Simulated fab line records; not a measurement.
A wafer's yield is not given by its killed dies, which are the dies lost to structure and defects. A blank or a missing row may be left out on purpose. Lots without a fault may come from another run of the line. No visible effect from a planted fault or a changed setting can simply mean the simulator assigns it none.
What tool caused it? / flow berkeley_cmos170 / 42 wafers from 14 lots sampled at 2 of the route's 331 steps

## WHAT THE GAUGES SHOWED, per wafer
UCB170_PWELL_THK_MEAS_03. Usual: PWELL_OXIDE_THK typically reads 26.5 nm, with standard deviation 0.48.
lot=L473; measured=day 2 18:34; on=film_metro-03; PWELL_OXIDE_THK (nm)=26.6 26.5 27.1; flag=
lot=L474; measured=day 3 04:25; on=film_metro-04; PWELL_OXIDE_THK (nm)=26.2 26.2 26.5; flag=
lot=L475; measured=day 3 13:01; on=film_metro-03; PWELL_OXIDE_THK (nm)=27.2 27.4 27.0; flag=
lot=L476; measured=day 3 13:01; on=film_metro-01; PWELL_OXIDE_THK (nm)=27.0 27.4 27.3; flag=
lot=L477; measured=day 3 23:54; on=film_metro-01; PWELL_OXIDE_THK (nm)=25.9 26.0 26.0; flag=
lot=L478; measured=day 3 23:54; on=film_metro-04; PWELL_OXIDE_THK (nm)=27.5 27.0 27.2; flag=
lot=L479; measured=day 4 11:43; on=film_metro-03; PWELL_OXIDE_THK (nm)=25.9 25.9 26.4; flag=
lot=L480; measured=day 4 11:43; on=film_metro-04; PWELL_OXIDE_THK (nm)=26.2 26.7 26.3; flag=
lot=L483; measured=day 4 19:55; on=film_metro-03; PWELL_OXIDE_THK (nm)=26.7 26.3 26.6; flag=
lot=L489; measured=day 6 06:15; on=film_metro-04; PWELL_OXIDE_THK (nm)=26.1 25.9 26.0; flag=
lot=L490; measured=day 6 16:29; on=film_metro-03; PWELL_OXIDE_THK (nm)=30.0 29.6 29.7; flag=OFF
lot=L491; measured=day 6 16:29; on=film_metro-04; PWELL_OXIDE_THK (nm)=29.5 29.2 29.0; flag=OFF
lot=L493; measured=day 7 08:14; on=film_metro-03; PWELL_OXIDE_THK (nm)=26.3 26.5 25.9; flag=
lot=L495; measured=day 7 08:17; on=film_metro-03; PWELL_OXIDE_THK (nm)=26.3 26.2 26.5; flag=

## WHAT TOOL EACH LOT RAN ON (gives the tool, then ch and the chambers of the sampled wafers, and finally the start)
lot=L473; UCB170_PWELL_OXIDATION_02=furnace-04 ch 0, day 2 17:12
lot=L474; UCB170_PWELL_OXIDATION_02=furnace-02 ch 0, day 3 03:04
lot=L475; UCB170_PWELL_OXIDATION_02=furnace-04 ch 0, day 3 11:40
lot=L476; UCB170_PWELL_OXIDATION_02=furnace-04 ch 0, day 3 11:40
lot=L477; UCB170_PWELL_OXIDATION_02=furnace-04 ch 0, day 3 22:33
lot=L478; UCB170_PWELL_OXIDATION_02=furnace-04 ch 0, day 3 22:33
lot=L479; UCB170_PWELL_OXIDATION_02=furnace-02 ch 0, day 4 10:22
lot=L480; UCB170_PWELL_OXIDATION_02=furnace-02 ch 0, day 4 10:22
lot=L483; UCB170_PWELL_OXIDATION_02=furnace-02 ch 0, day 4 18:33
lot=L489; UCB170_PWELL_OXIDATION_02=furnace-02 ch 0, day 6 04:45
lot=L490; UCB170_PWELL_OXIDATION_02=furnace-04 ch 0, day 6 15:08
lot=L491; UCB170_PWELL_OXIDATION_02=furnace-04 ch 0, day 6 15:08
lot=L493; UCB170_PWELL_OXIDATION_02=furnace-02 ch 0, day 7 06:53
lot=L495; UCB170_PWELL_OXIDATION_02=furnace-02 ch 0, day 7 06:53
- UCB170_PWELL_OXIDATION_02: target thk 26.4 nm, ox time 1260 s.

## AS READ BY THE TOOLS THEMSELVES (means over the sampled wafers that have a number; for cases with no such wafer, the mark the record gives instead)
UCB170_PWELL_OXIDATION_02. Usual: 1002.6 for tube_center_temp_C_max, sd 0.42.
lot=L473 tool=furnace-04 tube_center_temp_C_max=1002.5 flag=
lot=L474 tool=furnace-02 tube_center_temp_C_max=1002.3 flag=
lot=L475 tool=furnace-04 tube_center_temp_C_max=1002.6 flag=
lot=L476 tool=furnace-04 tube_center_temp_C_max=1002.8 flag=
lot=L477 tool=furnace-04 tube_center_temp_C_max=1002.2 flag=
lot=L478 tool=furnace-04 tube_center_temp_C_max=1002.5 flag=
lot=L479 tool=furnace-02 tube_center_temp_C_max=1002.7 flag=
lot=L480 tool=furnace-02 tube_center_temp_C_max=1003.0 flag=
lot=L483 tool=furnace-02 tube_center_temp_C_max=1002.7 flag=
lot=L489 tool=furnace-02 tube_center_temp_C_max=1002.7 flag=
lot=L490 tool=furnace-04 tube_center_temp_C_max=1002.9 flag=
lot=L491 tool=furnace-04 tube_center_temp_C_max=1002.7 flag=
lot=L493 tool=furnace-02 tube_center_temp_C_max=1002.8 flag=
lot=L495 tool=furnace-02 tube_center_temp_C_max=1002.6 flag=

## THE ANSWER, worked out from the rows above alone
Rule: a lot counts as off when the mean over its wafers that have a number is more than 3 standard deviations away from the usual mean. A lot without any number at a reading at which 4 lots or more have one is off too. All remaining lots with rows at the step are treated as sound. The gauges are gone through in route order, then the tools' own readings, and for those a lot's mean is taken as printed above. The first step at which some lot is off is used, and at that step the reading that is off furthest; a lot without a number counts as furthest.
Off: L490, L491, at UCB170_PWELL_THK_MEAS_03 (PWELL_OXIDE_THK).
If a tool, at a process step before that reading, ran all the lots that are off and no sound lot after the first of them, it fits. Gauges at UCB170_PWELL_THK_MEAS_03: tried the same way as those tools. One fits: furnace-04 at UCB170_PWELL_OXIDATION_02. Its last sound lot is L477 (day 3 22:33), its first lot that is off L490 (day 6 15:08): a fault that began between those two fits.

## WHAT HAD BEEN PUT IN BY THE SIMULATOR
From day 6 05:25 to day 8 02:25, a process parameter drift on furnace-04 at UCB170_PWELL_OXIDATION_02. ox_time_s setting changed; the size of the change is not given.
Shown lots that were struck: L490, L491. Same finding as the rule above.
